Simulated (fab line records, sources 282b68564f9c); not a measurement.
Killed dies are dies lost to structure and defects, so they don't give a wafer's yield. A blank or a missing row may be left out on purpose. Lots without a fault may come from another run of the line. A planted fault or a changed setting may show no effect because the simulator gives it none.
fab line records | flow rit_cmos
record lots=6 wafers=18 last_day=7
route steps=202 shown CONTACT@176 M1@184
lots that met no fault: from a run of the same line without faults
start_h: hours from the record's first day to the start of the lot's first wafer shown | wait_h: hours since the lot's step before | " the same as in the row above | L1.1+2: a row that stands for several wafers | - no value, or no start given | * or withheld: withheld | < > ~ a bound
route shown NAME@n: a module of which the file shows steps, and the number in the route of the first | usual: mean/standard deviation of fault-free wafers | same: alike in all rows | chamber/n: place in a boat | sites: the reading at each site | _std_site: their standard deviation | _edge_site: outer sites' mean less inner sites' | radius_mm: how far each site lies from the wafer's centre | mask NAME#n: copy n | behind: the tool/chamber that last shaped the wafer | hold: why the lot was held/for how many hours/how that ended | device: the transistor (n, p or np) that didn't switch | end of line: the same wafers' tests at the end of the route | a step without rows: its recipe alone | killed: dies lost to structure and defects at the first sort, not the wafer's yield | map: a wafer's dies, x killed, . not, _ none there
set.NAME: the setting as run; set.NAME@STEP: as run at that earlier step | model.NAME: the simulator's own value behind a step, which no gauge read
lots at some steps of the route; a table a step, a row a wafer
services: from which hour (start_h, from the record's first day; less than 0 if before it) a tool's chamber was out of use, for how many hours, and why
## steps
# step RIT_CONTACT_CD_MEAS_08
# recipe target_cd_nm=1000
# usual cd_nm=999.8/2.7
# columns lot.wafer tool chamber start_h wait_h cd_nm
L499.1 cd_sem-02 - 75.56 - 1000.4
L499.3 " - " " 999.4
L499.5 " - " " 1002.6
L509.4 cd_sem-01 - 118.97 - 998.7
L509.5 " - " " 996.8
L509.6 " - " " 996.8
L511.3 cd_sem-01 - 130.98 - 1001.1
L511.5 " - " " 998.7
L511.6 " - " " 999.3
L512.3 cd_sem-02 - 133.73 - 998.3
L512.4 " - " " 995.9
L512.6 " - " " 997.1
L516.4 cd_sem-01 - 157.14 - 998.1
L516.5 " - " " 996.9
L516.6 " - " " 998.4
L518.2 cd_sem-02 - 167.60 - 996.7
L518.5 " - " " 997.3
L518.6 " - " " 997.0
# step RIT_CONTACT_OVL_MEAS_09
# usual CONTACT_OVL=2.0/0.92
# columns lot.wafer tool chamber start_h wait_h CONTACT_OVL[nm]
L499.1 overlay-02 - 75.68 0.1 2.3
L499.3 " - " " 3.0
L499.5 " - " " 2.6
L509.4 overlay-01 - 119.05 0.1 2.9
L509.5 " - " " 1.6
L509.6 " - " " 3.0
L511.3 overlay-01 - 131.07 0.1 2.6
L511.5 " - " " 3.2
L511.6 " - " " 2.8
L512.3 overlay-01 - 133.82 0.1 1.6
L512.4 " - " " 1.9
L512.6 " - " " 2.5
L516.4 overlay-02 - 157.22 0.1 0.8
L516.5 " - " " 1.9
L516.6 " - " " 0.8
L518.2 overlay-01 - 167.70 0.1 3.3
L518.5 " - " " 3.2
L518.6 " - " " 2.5
# step RIT_CONTACT_HARDBAKE_10
# recipe resist=NOVOLAK temp_c=140 time_s=60
# step RIT_CONTACT_ETCH_11
# recipe target_depth_a=4800 over_etch_frac=0.1858 stop_on=TiSi2 chemistry=CHF3/CF4/Ar target=SiO2 CHF3_flow_sccm=50 cf4_flow_sccm=10 Ar_flow_sccm=100 O2_flow_sccm=5 pressure_mtorr=100 rf_w=200 time_s=320
# usual drypump_motor_current_A=5.8/0.32 oes_product_au=0.993/0.018 throttle_valve_pct=8.90/0.15
# columns lot.wafer tool chamber start_h wait_h drypump_motor_current_A oes_product_au rf_hours_counter_h throttle_valve_pct
L499.1 rie_diel-03 0 75.86 0.1 5.5 1.013 51 8.97
L499.3 " 2 " " 6.2 0.997 8 8.78
L499.5 " 1 " " 5.9 0.980 - 9.01
L509.4 rie_diel-02 0 119.21 0.1 5.7 0.980 36 8.88
L509.5 " 0 " " 5.7 0.976 - 8.90
L509.6 " 1 " " 5.9 1.018 - 8.97
L511.3 rie_diel-02 3 131.25 0.1 5.7 0.987 41 8.65
L511.5 " 0 " " 5.7 0.984 - 8.89
L511.6 " 3 " " 5.7 0.993 - 8.64
L512.3 rie_diel-02 0 133.99 0.1 5.7 0.990 36 8.89
L512.4 " 1 " " 5.9 1.015 2 8.95
L512.6 " 1 " " 5.9 1.020 - 8.94
L516.4 rie_diel-04 3 157.38 0.1 6.0 1.009 96 8.89
L516.5 " 3 " " 6.0 1.012 - 8.88
L516.6 " 0 " " 5.9 0.968 - 8.66
L518.2 rie_diel-02 0 167.88 0.1 5.7 0.977 37 8.86
L518.5 " 1 " " 5.8 1.018 - 8.96
L518.6 " 2 " " 5.8 0.970 - 9.18
# step RIT_CONTACT_STRIP_12
# recipe chemistry=O2 time_s=180 resist=NOVOLAK platen_temp_c=withheld power_w=500 pressure_mtorr=4000 o2_flow_sccm=4000
# usual drypump_motor_current_A=5.6/0.34 rf_refl_power_W=6.7/1.3
# columns lot.wafer tool chamber start_h wait_h drypump_motor_current_A rf_hours_counter_h rf_refl_power_W
L499.1 plasma_asher-02 1 76.06 0.1 5.9 43 5.8
L499.3 " 1 " " 5.9 - 5.4
L499.5 " 1 " " 5.9 - 5.9
L509.4 plasma_asher-04 0 119.47 0.2 5.0 - 6.0
L509.5 " 1 " " 5.6 - 5.7
L509.6 " 0 " " 5.0 - 6.4
L511.3 plasma_asher-04 0 131.50 0.2 5.0 - 6.2
L511.5 " 0 " " 5.0 - 5.9
L511.6 " 1 " " 5.6 - 6.0
L512.3 plasma_asher-03 1 134.25 0.2 6.1 - 6.0
L512.4 " 0 " " 5.7 - 10.0
L512.6 " 1 " " 6.1 - 6.1
L516.4 plasma_asher-04 1 157.64 0.2 5.6 - 5.8
L516.5 " 0 " " 5.0 - 6.5
L516.6 " 1 " " 5.5 - 6.1
L518.2 plasma_asher-04 1 168.08 0.1 5.6 38 5.7
L518.5 " 0 " " 5.0 - 6.3
L518.6 " 1 " " 5.5 - 5.7
# step RIT_CONTACT_CD_MEAS_90
# recipe target_cd_nm=1000
# usual cd_nm=999.8/2.7
# columns lot.wafer tool chamber start_h wait_h cd_nm
L499.1 cd_sem-01 - 76.23 0.1 1000.2
L499.3 " - " " 999.5
L499.5 " - " " 1002.1
L509.4 cd_sem-02 - 119.64 0.1 999.2
L509.5 " - " " 997.0
L509.6 " - " " 996.6
L511.3 cd_sem-02 - 131.66 0.1 1000.7
L511.5 " - " " 998.5
L511.6 " - " " 999.4
L512.3 cd_sem-01 - 134.40 0.1 998.3
L512.4 " - " " 995.7
L512.6 " - " " 997.0
L516.4 cd_sem-02 - 157.81 0.1 998.6
L516.5 " - " " 997.1
L516.6 " - " " 998.0
L518.2 cd_sem-01 - 168.27 0.1 997.0
L518.5 " - " " 996.2
L518.6 " - " " 997.7
# step RIT_CONTACT_CLEAN_13
# recipe chemistry=SC1 mix=3:3:50 time_s=600 temp_c=75
# step RIT_CONTACT_CLEAN_14
# recipe chemistry=SC2 mix=3:3:50 time_s=600 temp_c=75 dry=n2_spin
# step RIT_M1_SPUTTER_00
# recipe material=Al target_thk_nm=400 power_w=2000 chamber_pressure_pa=0.4 gas=Ar time_s=500 substrate_temp_c=25
# usual throttle_valve_pct=29.9/0.86
# columns lot.wafer tool chamber start_h wait_h throttle_valve_pct
L499.1 pvd_sputter-02 - 76.73 0.0 30.5
L499.3 " - " " 29.3
L499.5 " - " " 30.0
L509.4 pvd_sputter-03 - 120.10 0.0 31.1
L509.5 " - " " 27.8
L509.6 " - " " 31.2
L511.3 pvd_sputter-04 - 132.09 0.0 30.2
L511.5 " - " " 28.9
L511.6 " - " " 28.9
L512.3 pvd_sputter-02 - 134.85 0.0 29.1
L512.4 " - " " 30.5
L512.6 " - " " 30.2
L516.4 pvd_sputter-02 - 158.24 0.0 30.8
L516.5 " - " " 29.4
L516.6 " - " " 30.3
L518.2 pvd_sputter-02 - 168.79 0.0 30.2
L518.5 " - " " 29.4
L518.6 " - " " 29.9
# step RIT_M1_RS_MEAS_01
# recipe thk_meas_gauge=four-point-probe reads=Al_of_M1_SPUTTER_00
# usual M1_AL_RS=0.0735/0.00095
# columns lot.wafer tool chamber start_h wait_h M1_AL_RS[ohm/sq]
L499.1 film_metro-04 - 77.03 0.1 0.0739
L499.3 " - " " 0.0739
L499.5 " - " " 0.0733
L509.4 film_metro-03 - 120.46 0.2 0.0747
L509.5 " - " " 0.0745
L509.6 " - " " 0.0746
L511.3 film_metro-04 - 132.42 0.2 0.0731
L511.5 " - " " 0.0738
L511.6 " - " " 0.0742
L512.3 film_metro-02 - 135.18 0.2 0.0730
L512.4 " - " " 0.0732
L512.6 " - " " 0.0721
L516.4 film_metro-03 - 158.59 0.2 0.0737
L516.5 " - " " 0.0730
L516.6 " - " " 0.0728
L518.2 film_metro-04 - 169.10 0.2 0.0727
L518.5 " - " " 0.0734
L518.6 " - " " 0.0726
# step RIT_M1_THK_MEAS_02
# recipe thk_meas_gauge=xrf reads=Al_of_M1_SPUTTER_00
# usual M1_AL_THK=396/5.4
# columns lot.wafer tool chamber start_h wait_h M1_AL_THK[nm]
L499.1 film_metro-04 - 77.15 0.1 397
L499.3 " - " " 396
L499.5 " - " " 401
L509.4 film_metro-03 - 120.55 0.1 389
L509.5 " - " " 392
L509.6 " - " " 388
L511.3 film_metro-04 - 132.52 0.1 398
L511.5 " - " " 397
L511.6 " - " " 394
L512.3 film_metro-02 - 135.28 0.1 399
L512.4 " - " " 396
L512.6 " - " " 400
L516.4 film_metro-03 - 158.68 0.1 391
L516.5 " - " " 396
L516.6 " - " " 400
L518.2 film_metro-04 - 169.21 0.1 405
L518.5 " - " " 399
L518.6 " - " " 402
# step RIT_M1_HMDS_03
# recipe prime_time_s=60 prime_temp_c=140
# step RIT_M1_COAT_04
# recipe resist=NOVOLAK spin_rpm=2000 resist_thk_nm=1300
# usual chill_plate_temp_C=23.01/0.1 dispense_pressure_kPa=50.4/1.1
# columns lot.wafer tool chamber start_h wait_h chill_plate_temp_C dispense_pressure_kPa
L499.1 litho_track-01 0 77.36 0.1 23.06 51.3
L499.3 " 0 " " 22.97 51.3
L499.5 " 0 " " 22.85 51.3
L509.4 litho_track-04 0 120.80 0.1 23.07 48.9
L509.5 " 0 " " 23.04 48.9
L509.6 " 0 " " 23.01 49.0
L511.3 litho_track-04 - 132.76 0.1 - -
L511.5 " - " " - -
L511.6 " - " " - -
L512.3 litho_track-01 - 135.52 0.1 - -
L512.4 " - " " - -
L512.6 " - " " - -
L516.4 litho_track-02 0 158.94 0.1 23.19 49.3
L516.5 " 0 " " 22.93 49.3
L516.6 " 0 " " 23.10 49.3
L518.2 litho_track-01 0 169.44 0.1 22.83 51.4
L518.5 " 0 " " 23.01 51.3
L518.6 " 0 " " 23.01 51.3
# step RIT_M1_SOFTBAKE_05
# recipe resist=NOVOLAK temp_c=90 time_s=60
# step RIT_M1_EXPOSE_06
# recipe mask_id=M12 na=0.6 source_shape=conventional sigma_outer=0.5 target_cd_nm=2600 dose_mj=250
# step RIT_M1_PEB_07
# recipe resist=NOVOLAK temp_c=withheld time_s=withheld
# step RIT_M1_DEVELOP_08
# recipe resist=NOVOLAK develop_time_s=68 dev_temp_c=23.77
# step RIT_M1_CD_MEAS_09
# recipe target_cd_nm=2600
# usual cd_nm=2600.0/2.3
# columns lot.wafer tool chamber start_h wait_h cd_nm
L499.1 cd_sem-01 - 78.09 - 2604.1
L499.3 " - " " 2602.1
L499.5 " - " " 2604.3
L509.4 cd_sem-01 - 121.64 - 2598.7
L509.5 " - " " 2598.2
L509.6 " - " " 2600.0
L511.3 cd_sem-02 - 133.61 - -
L511.5 " - " " -
L511.6 " - " " -
L512.3 cd_sem-01 - 136.40 - -
L512.4 " - " " -
L512.6 " - " " -
L516.4 cd_sem-01 - 159.65 - 2604.0
L516.5 " - " " 2601.6
L516.6 " - " " 2604.8
L518.2 cd_sem-02 - 170.16 - 2599.5
L518.5 " - " " 2601.9
L518.6 " - " " 2603.0
# step RIT_M1_OVL_MEAS_10
# usual M1_OVL=-0.4/1.5
# columns lot.wafer tool chamber start_h wait_h M1_OVL[nm]
L499.1 overlay-01 - 78.21 0.1 -0.2
L499.3 " - " " 2.3
L499.5 " - " " 1.3
L509.4 overlay-01 - 121.72 0.1 -1.5
L509.5 " - " " -1.7
L509.6 " - " " -1.1
L511.3 overlay-02 - 133.70 0.1 -
L511.5 " - " " -
L511.6 " - " " -
L512.3 overlay-01 - 136.50 0.1 -
L512.4 " - " " -
L512.6 " - " " -
L516.4 overlay-02 - 159.73 0.1 0.1
L516.5 " - " " -0.3
L516.6 " - " " -0.8
L518.2 overlay-01 - 170.27 0.1 3.0
L518.5 " - " " 0.2
L518.6 " - " " 0.6
# step RIT_M1_PROBE_99
# usual defect_limited_yield=97.1/1.2 killed_at_M0_to_M3=0.0/0.12 killed_at_contacts=0.1/0.31 killed_at_front_end=8/3.1 killed_dies=8/3.2 killed_on_rim=2.1/1.6 killed_open=3.9/2.2 killed_short=3.8/2.1 sort_bin_3_pad_short=0.1/0.23 sort_bin_5_function=1.7/0.86 sort_bin_6_memory=1.1/0.7 sort_n_pass=256/3.2 sort_yield_pct=97.1/1.2
# same gross_dies=264 killed_at_M4_up=0 killed_at_back_side=0 killed_at_other=0
# columns lot.wafer tool chamber start_h wait_h defect_limited_yield[%] killed_at_M0_to_M3 killed_at_contacts killed_at_front_end killed_dies killed_on_rim killed_open killed_short sort_bin_3_pad_short[%] sort_bin_5_function[%] sort_bin_6_memory[%] sort_n_pass sort_yield_pct[%]
L499.1 prober-01 - 80.76 0.1 97.7 0 0 6 6 2 3 3 0.8 1.1 0.4 258 97.7
L499.3 prober-01 - 80.86 0.2 97.0 0 0 8 8 2 4 4 0.4 1.5 1.1 256 97.0
L499.5 prober-01 - 80.96 0.2 97.3 0 1 6 7 3 2 5 0 1.1 1.5 257 97.3
L509.4 prober-01 - 124.39 0.2 99.2 0 0 2 2 0 1 1 0 0.8 0 262 99.2
L509.5 prober-01 - 124.44 0.2 95.5 0 0 12 12 3 7 5 1.1 1.9 1.5 252 95.5
L509.6 prober-01 - 124.49 0.2 97.7 0 0 6 6 1 4 2 0 1.5 0.8 258 97.7
L511.3 prober-01 - 136.49 0.2 0 255 0 9 264 70 3 6 0 97.7 2.3 0 0
L511.5 prober-01 - 136.59 0.2 0 259 0 5 264 70 3 3 0.8 98.5 0.8 0 0
L511.6 prober-01 - 136.64 0.2 0 260 0 4 264 70 3 1 0 99.6 0.4 0 0
L512.3 prober-02 - 139.14 0.2 0 256 0 8 264 70 5 3 0 98.9 1.1 0 0
L512.4 prober-02 - 139.19 0.2 0 253 0 11 264 70 5 6 0.4 97.7 1.9 0 0
L512.6 prober-02 - 139.29 0.2 0 259 0 5 264 70 3 2 0 98.9 1.1 0 0
L516.4 prober-02 - 162.47 0.2 99.2 0 0 2 2 1 1 1 0 0.8 0 262 99.2
L516.5 prober-02 - 162.52 0.2 98.5 0 0 4 4 0 0 4 0.4 0.4 0.8 260 98.5
L516.6 prober-02 - 162.57 0.2 98.1 0 0 5 5 1 3 2 0 0.8 1.1 259 98.1
L518.2 prober-02 - 172.85 0.1 98.1 0 0 5 5 1 4 1 0 1.5 0.4 259 98.1
L518.5 prober-02 - 173.00 0.2 97.7 0 0 6 6 1 2 4 0 1.5 0.8 258 97.7
L518.6 prober-02 - 173.05 0.2 97.7 0 0 6 6 2 3 3 0.4 0.8 1.1 258 97.7
# killed by level:class
L499.1 GATE:geometric_particle:short=3 SPACER:geometric_particle:open=2 GATE:geometric_particle:open=1
L499.3 FOX1:geometric_particle:open=2 SPACER:geometric_particle:short=2 FOX1:geometric_particle:short=1 FOX2:geometric_particle:short=1 REOX:geometric_particle:open=1 SPACER:geometric_particle:open=1
L499.5 FOX1:geometric_particle:open=2 GATE:geometric_particle:short=2 FOX2:geometric_particle:short=1 SILICIDE:geometric_particle:short=1 CONTACT:geometric_particle:short=1
L509.4 GATE:geometric_particle:open=1 REOX:geometric_particle:short=1
L509.5 REOX:geometric_particle:short=3 GATE:geometric_particle:open=2 REOX:geometric_particle:open=2 SILICIDE:geometric_particle:short=2 FOX1:geometric_particle:open=1 FOX2:geometric_particle:open=1 SILICIDE:geometric_particle:open=1
L509.6 GATE:geometric_particle:open=4 GATE:geometric_particle:short=1 SILICIDE:geometric_particle:short=1
L511.3 M1:area_expose=255 GATE:geometric_particle:short=4 FOX1:geometric_particle:short=1 GATE:geometric_particle:open=1 SPACER:geometric_particle:short=1 SPACER:geometric_particle:open=1 SILICIDE:geometric_particle:open=1
L511.5 M1:area_expose=258 FOX1:geometric_particle:open=1 GATE:geometric_particle:open=1 SPACER:geometric_particle:short=1 SPACER:geometric_particle:open=1 SILICIDE:geometric_particle:short=1 M1:geometric_particle:short=1
L511.6 M1:area_expose=260 FOX1:geometric_particle:open=1 FOX1:geometric_particle:short=1 GATE:geometric_particle:open=1 SILICIDE:geometric_particle:open=1
L512.3 M1:area_expose=256 GATE:geometric_particle:open=5 REOX:geometric_particle:short=2 FOX1:geometric_particle:short=1
L512.4 M1:area_expose=253 GATE:geometric_particle:open=2 SPACER:geometric_particle:short=2 FOX1:geometric_particle:open=1 FOX2:geometric_particle:short=1 GATE:geometric_particle:short=1 REOX:geometric_particle:open=1 REOX:geometric_particle:short=1
L512.6 M1:area_expose=259 GATE:geometric_particle:open=3 FOX2:geometric_particle:short=1 REOX:geometric_particle:short=1
L516.4 SPACER:geometric_particle:open=1 SILICIDE:geometric_particle:short=1
L516.5 FOX1:geometric_particle:short=2 GATE:geometric_particle:short=1 REOX:geometric_particle:short=1
L516.6 GATE:geometric_particle:open=2 FOX1:geometric_particle:open=1 GATE:geometric_particle:short=1 REOX:geometric_particle:short=1
L518.2 FOX1:geometric_particle:open=2 ACTIVE:geometric_particle:short=1 FOX2:geometric_particle:open=1 REOX:geometric_particle:open=1
L518.5 SPACER:geometric_particle:short=3 FOX1:geometric_particle:short=1 FOX2:geometric_particle:open=1 SPACER:geometric_particle:open=1
L518.6 FOX1:geometric_particle:short=2 SPACER:geometric_particle:open=2 REOX:geometric_particle:open=1 REOX:geometric_particle:short=1
# map L511.3 (x killed, . not)
________xxxxxxx_______
_____xxxxxxxxxxxxx____
____xxxxxxxxxxxxxxx___
___xxxxxxxxxxxxxxxxx__
__xxxxxxxxxxxxxxxxxxx_
__xxxxxxxxxxxxxxxxxxx_
_xxxxxxxxxxxxxxxxxxxxx
_xxxxxxxxxxxxxxxxxxxxx
_xxxxxxxxxxxxxxxxxxxxx
_xxxxxxxxxxxxxxxxxxxxx
__xxxxxxxxxxxxxxxxxxx_
__xxxxxxxxxxxxxxxxxxx_
___xxxxxxxxxxxxxxxxx__
____xxxxxxxxxxxxxxx___
_____xxxxxxxxxxxxx____
________xxxxxxx_______
# map L512.3 (x killed, . not)
________xxxxxxx_______
_____xxxxxxxxxxxxx____
____xxxxxxxxxxxxxxx___
___xxxxxxxxxxxxxxxxx__
__xxxxxxxxxxxxxxxxxxx_
__xxxxxxxxxxxxxxxxxxx_
_xxxxxxxxxxxxxxxxxxxxx
_xxxxxxxxxxxxxxxxxxxxx
_xxxxxxxxxxxxxxxxxxxxx
_xxxxxxxxxxxxxxxxxxxxx
__xxxxxxxxxxxxxxxxxxx_
__xxxxxxxxxxxxxxxxxxx_
___xxxxxxxxxxxxxxxxx__
____xxxxxxxxxxxxxxx___
_____xxxxxxxxxxxxx____
________xxxxxxx_______
## services
# columns tool chamber start_h hours kind
rie_diel-04 1 54.57 - clean
rie_diel-04 1 54.57 21.7 scheduled_down
rie_diel-04 1 54.57 21.7 vent_cycle
plasma_asher-02 - 72.75 2.8 pm
rie_diel-03 0 83.63 2.8 repair
rie_diel-04 1 89.53 1.7 repair
rie_diel-04 - 91.82 2.8 pm
rie_diel-04 0 99.78 12.5 repair
plasma_asher-04 - 132.08 5.2 repair
rie_diel-04 3 152.95 2.2 repair
rie_diel-04 1 158.68 1.5 repair
pvd_sputter-04 - 159.96 7.0 repair
## key
first_sign step=RIT_M1_COAT_04 reading=tool_record direction=missing
effect step=RIT_M1_CD_MEAS_09 reading=cd_nm direction=missing
effect step=RIT_M1_OVL_MEAS_10 reading=M1_OVL direction=missing
effect step=RIT_M1_PROBE_99 reading=killed_at_M0_to_M3 direction=up sigmas=99+ usual=0.0 struck=257
more_kills_born_at RIT_M1_EXPOSE_06@iline_stepper-01=773 RIT_M1_EXPOSE_06@iline_stepper-02=768
met_at RIT_M1_COAT_04
struck_wafers L511.3,L511.5,L511.6,L512.3,L512.4,L512.6
later_rows_left_out L511.3,L511.5,L511.6,L512.3,L512.4,L512.6
onset_between 120.80 132.76
fault kind=skipped_step_whole tool=litho_track-01,litho_track-04 chamber=- onset_h=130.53 steps=RIT_M1_COAT_04 scope=struck_lots_only
# later_rows_left_out: the simulator's readings of these wafers behind a module that went badly wrong aren't trusted and aren't shown, but for the sort
